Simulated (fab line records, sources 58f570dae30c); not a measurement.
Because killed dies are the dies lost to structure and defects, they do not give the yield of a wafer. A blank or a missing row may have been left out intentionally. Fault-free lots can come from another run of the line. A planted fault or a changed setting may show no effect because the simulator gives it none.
Which tool is to blame?	flow berkeleyCmos170	21 wafers sampled from 7 lots at 1 step of a route of 331

WHAT EACH GAUGE READ, for each wafer
UCB170_NSD_TW_MEAS_10.
lot	measured	on	NSD_TW
L552	day 8 08:53	filmMetro-03	4219 4216 4227
L557	day 8 18:58	filmMetro-01	4069 4113 4097
L559	day 9 02:02	filmMetro-01	4138 4105 4132
L563	day 10 03:26	filmMetro-01	4106 4122 4108
L564	day 10 03:58	filmMetro-01	4099 4122 4097
L572	day 12 03:01	filmMetro-03	4165 4162 4155
L573	day 12 03:26	filmMetro-04	4215 4203 4190

WHAT TOOL EACH LOT RAN ON (gives the tool, then ch and the chambers of the sampled wafers, and finally the start)
No process step before these readings appears in the record.

THE ANSWER, worked out from the rows above alone
Rule: usual is defined by the lots themselves. Put in order of their means at a reading, lots are off if they are a third of the lots or fewer, leave a main group of 4 or more, and stand apart from it by a gap of 3 or more times the standard deviation of the main group's means; of several such gaps the widest counts. The tables above print the reading to a certain number of digits; a main group whose means all agree to those digits is not used. A lot without any number at a reading at which 4 lots or more have one is off too. The other lots that the step has rows for count as sound.
Nothing can be told from this: no lot is off at any reading shown.

WHAT THE SIMULATOR HAD INSERTED
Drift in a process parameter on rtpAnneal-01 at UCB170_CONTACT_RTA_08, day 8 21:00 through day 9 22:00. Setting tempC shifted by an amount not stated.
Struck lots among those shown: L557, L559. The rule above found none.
